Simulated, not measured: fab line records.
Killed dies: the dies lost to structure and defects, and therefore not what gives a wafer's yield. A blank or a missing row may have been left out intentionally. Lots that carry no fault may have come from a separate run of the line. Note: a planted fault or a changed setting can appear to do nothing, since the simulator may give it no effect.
The tool behind it: which one? ; flow rit-cmos ; 14 lots, 42 wafers sampled, at 5 steps of a route of 202

WHAT EACH GAUGE READ, for each wafer
RIT_ACTIVE_BOW_MEAS_00.
lot;measured;on;INCOMING_BOW (um)
L723;day 1 10:00;film-metro-04;-3 -5 4
L724;day 1 15:00;film-metro-01;8 -8 -8
L725;day 1 20:01;film-metro-01;4 -8 -3
L726;day 2 01:00;film-metro-01;8 -17 10
L729;day 2 16:04;film-metro-03;-5 0 1
L730;day 2 21:00;film-metro-03;0 -5 -3
L732;day 3 07:00;film-metro-01;6 10 2
L734;day 3 17:01;film-metro-01;2 10 0
L736;day 4 03:00;film-metro-04;-4 -3 11
L740;day 4 23:01;film-metro-01;-1 -4 -1
L741;day 5 04:01;film-metro-01;6 7 1
L742;day 5 09:04;film-metro-03;-3 -2 -1
L744;day 5 19:02;film-metro-01;13 10 5
L745;day 6 00:04;film-metro-04;1 0 7

RIT_ACTIVE_CD_MEAS_11: target cd 1400 nm.
lot;measured;on;cd-nm (nm)
L723;day 1 15:09;cd-sem-02;1400.1 1402.5 1402.8
L724;day 1 19:34;cd-sem-01;1401.5 1399.4 1400.3
L725;day 2 00:35;cd-sem-01;1400.1 1399.6 1401.9
L726;day 2 05:34;cd-sem-01;1399.5 1397.5 1397.3
L729;day 2 20:30;cd-sem-02;1399.5 1401.7 1399.7
L730;day 3 02:16;cd-sem-02;1400.1 1399.0 1400.0
L732;day 3 11:33;cd-sem-01;1405.3 1404.0 1404.6
L734;day 3 22:17;cd-sem-02;1400.1 1398.7 1398.0
L736;day 4 08:09;cd-sem-02;1396.8 1399.1 1399.9
L740;day 5 04:17;cd-sem-01;1400.2 1400.9 1402.5
L741;day 5 12:07;cd-sem-01;1402.6 1401.9 1403.3
L742;day 5 14:59;cd-sem-01;1400.3 1399.8 1401.6
L744;day 6 01:45;cd-sem-02;1402.2 1400.6 1400.6
L745;day 6 06:20;cd-sem-01;1399.5 1400.4 1401.7

RIT_SDANNEAL_RS_MEAS_05: a four-point-probe measurement.
lot;measured;on;NSD_RS (ohm/sq)
L723;day 3 02:10;film-metro-03;84.87 84.47 84.62
L724;day 3 06:23;film-metro-03;84.30 84.51 84.65
L725;day 3 12:23;film-metro-04;84.46 84.85 84.76
L726;day 3 18:58;film-metro-04;84.94 85.01 84.80
L729;day 4 08:10;film-metro-01;84.71 84.72 84.61
L730;day 4 15:20;film-metro-03;84.86 84.96 84.36
L732;day 5 03:55;film-metro-03;85.62 85.99 85.78
L734;day 5 13:55;film-metro-04;84.75 84.90 84.59
L736;day 6 06:19;film-metro-04;85.42 85.54 85.35
L740;day 6 21:25;film-metro-03;84.24 84.19 84.20
L741;day 7 01:14;film-metro-04;84.40 84.47 84.47
L742;day 7 05:43;film-metro-01;85.10 84.89 85.07
L744;day 7 13:26;film-metro-01;84.25 84.22 84.43
L745;day 7 17:06;film-metro-04;84.66 84.97 84.67

RIT_CONTACT_CD_MEAS_08: target cd 1000 nm.
lot;measured;on;cd-nm (nm)
L723;day 3 04:17;cd-sem-01;996.5 997.6 998.8
L724;day 3 08:28;cd-sem-02;1002.2 1002.3 1003.7
L725;day 3 14:20;cd-sem-02;999.2 1002.0 1001.8
L726;day 3 20:57;cd-sem-02;999.7 1000.6 999.2
L729;day 4 10:08;cd-sem-02;1001.4 999.4 1000.9
L730;day 4 17:25;cd-sem-02;996.9 997.2 998.3
L732;day 5 06:03;cd-sem-01;1001.2 999.5 999.9
L734;day 5 15:54;cd-sem-01;1001.2 1000.3 1000.0
L736;day 6 08:23;cd-sem-01;1001.2 1001.5 1003.6
L740;day 6 23:23;cd-sem-02;1001.3 1001.7 998.3
L741;day 7 03:30;cd-sem-01;997.8 999.8 996.9
L742;day 7 07:48;cd-sem-01;1001.2 1000.7 1002.7
L744;day 7 15:27;cd-sem-02;1002.8 1002.4 1000.8
L745;day 7 19:13;cd-sem-02;999.7 998.9 1001.2

WHAT TOOL EACH LOT RAN ON (gives the tool, then ch and the chambers of the sampled wafers, and finally the start)
lot;RIT_NSD_IMPLANT_08
L723;implanter-04 ch 0, day 2 23:49
L724;implanter-01 ch 0, day 3 04:02
L725;implanter-03 ch 0, day 3 09:53
L726;implanter-01 ch 0, day 3 16:32
L729;implanter-01 ch 0, day 4 05:42
L730;implanter-03 ch 0, day 4 12:52
L732;implanter-01 ch 0, day 5 01:34
L734;implanter-03 ch 0, day 5 11:34
L736;implanter-01 ch 0, day 6 03:58
L740;implanter-03 ch 0, day 6 18:55
L741;implanter-03 ch 0, day 6 22:26
L742;implanter-03 ch 0, day 7 03:13
L744;implanter-03 ch 0, day 7 10:56
L745;implanter-04 ch 0, day 7 14:46
- RIT_NSD_IMPLANT_08

WHAT THE TOOLS THEMSELVES READ (means of the sampled wafers that have a number; where no wafer has one, the mark that the record gives instead)
RIT_NSD_IMPLANT_08.
lot;tool;dose-ions-cm2;end-station-pressure-torr (Torr)
L723;implanter-04;9.993e+14;7.4e-06
L724;implanter-01;1.001e+15;7.7e-06
L725;implanter-03;9.989e+14;7.5e-06
L726;implanter-01;1.000e+15;7.5e-06
L729;implanter-01;9.993e+14;7.5e-06
L730;implanter-03;9.984e+14;7.8e-06
L732;implanter-01;9.853e+14;7.6e-06
L734;implanter-03;9.997e+14;7.8e-06
L736;implanter-01;9.841e+14;7.9e-06
L740;implanter-03;1.002e+15;7.8e-06
L741;implanter-03;1.000e+15;8.2e-06
L742;implanter-03;9.994e+14;7.3e-06
L744;implanter-03;1.000e+15;7.1e-06
L745;implanter-04;1.000e+15;7.8e-06

THE ANSWER, worked out from the rows above alone
Rule: what is usual is taken from the lots themselves. The widest of any qualifying gaps counts: lots, ordered by their means at a reading, are off when they make up no more than a third of the lots, leave a main group of 4 or more, and stand apart from it by 3 or more times the standard deviation of that group's means. A main group is skipped when, at the precision printed for the reading in the tables above, its means are all equal. Also off: a lot with no number at a reading for which 4 or more lots have one. Any other lot the step has rows for is counted as sound. Order of review: gauges by route order, followed by the tools' own readings, for which a lot's mean as printed above is used. At the first step where some lot is off, the reading lying furthest off is the one used; lots without a number count as furthest.
Off: L732, L736 (RIT_NSD_IMPLANT_08, dose-ions-cm2). For the main group the mean is 9.998e+14 and the standard deviation 9.1e+11.
A tool fits if, at that step or a process step before it, it ran every lot that is off, and no sound lot after the first of them. One fits: RIT_NSD_IMPLANT_08 on implanter-01. Its last sound lot is L729 (day 4 05:42), its first lot that is off L732 (day 5 01:34): a fault that began between those two fits.
On the lots that are off, the tool's own readings at RIT_NSD_IMPLANT_08 differ by more than 5 times the standard deviation of the sound lots' means, which bears it out; dose-ions-cm2 reads 9.847e+14 there versus 9.998e+14 on the sound lots.

WHAT THE SIMULATOR HAD INSERTED
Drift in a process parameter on implanter-01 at RIT_NSD_IMPLANT_08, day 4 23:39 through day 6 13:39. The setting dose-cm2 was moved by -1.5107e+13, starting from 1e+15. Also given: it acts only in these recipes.
Struck lots among those shown: L732, L736. The same result came from the rule above.
